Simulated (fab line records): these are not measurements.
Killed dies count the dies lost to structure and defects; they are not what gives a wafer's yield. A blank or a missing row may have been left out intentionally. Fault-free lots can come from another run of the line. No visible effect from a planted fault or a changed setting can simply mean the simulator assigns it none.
One fault seen from 2 desks	flow rit-cmos	every desk sees just its own numbers, and what lay behind them comes last

## FOR THE TOOL OWNER'S DESK: lpcvd-02
The tool's own readings at RIT_ACTIVE_CVD_03 (deposits Si3N4 from SiH2Cl2/NH3, target thk 150 nm, time 1500 s): means of the sampled wafers that have a number, for each lot that ran on this tool. A lot is out of limits, marked OUT, if its mean lies more than 4 standard deviations from the usual mean; the brackets give that distance.
Columns: A = sih2cl2-flow-sccm at RIT_ACTIVE_CVD_03, usual 60.06 sccm
lot	first seen here	A
L424	day 1 12:07	60.29
L431	day 2 23:07	60.09
This desk's verdict: no lot among the 2 shows anything out of limits.

## FROM THE METROLOGY DESK
Means of the sampled wafers that have a number, per lot and without regard to the tool the lot ran on: this is what the gauges read. A lot is out of limits, marked OUT, if its mean lies more than 4 standard deviations from the usual mean; the brackets give that distance.
Columns: A = ACTIVE_NITRIDE_THK at RIT_ACTIVE_THK_MEAS_04, usual 150.2 nm
lot	first seen here	A
L424	day 1 14:16	150.0
L425	day 1 18:35	148.0
L431	day 3 01:14	275.8 (+90) OUT
L435	day 3 20:32	149.7
L437	day 4 07:14	150.0
L439	day 4 16:32	150.4
L441	day 5 03:15	149.5
L443	day 5 12:33	148.5
L445	day 5 23:32	150.8
L447	day 6 08:33	149.4
This desk finds L431 out of limits, with the earliest case on L431 at day 3 01:14 (ACTIVE_NITRIDE_THK at RIT_ACTIVE_THK_MEAS_04). L424, L425, L435, L437, L439, L441, L443, L445, L447: within limits.

## BROUGHT TOGETHER
At day 3 01:14 the metrology desk could have sounded an alarm, on L431.
The desk of the tool owner found nothing out of limits.
Tool owner's desk: L431 on record, inside its limits.
Of the lots named, all ran RIT_ACTIVE_CVD_03 on lpcvd-02.

## WHAT THE SIMULATOR PUT IN
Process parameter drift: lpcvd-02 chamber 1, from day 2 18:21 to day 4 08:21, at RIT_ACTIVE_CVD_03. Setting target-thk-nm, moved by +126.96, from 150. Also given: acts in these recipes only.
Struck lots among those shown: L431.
Delay in hours, fault start to first out-of-limits reading, per desk: metrology desk 7.
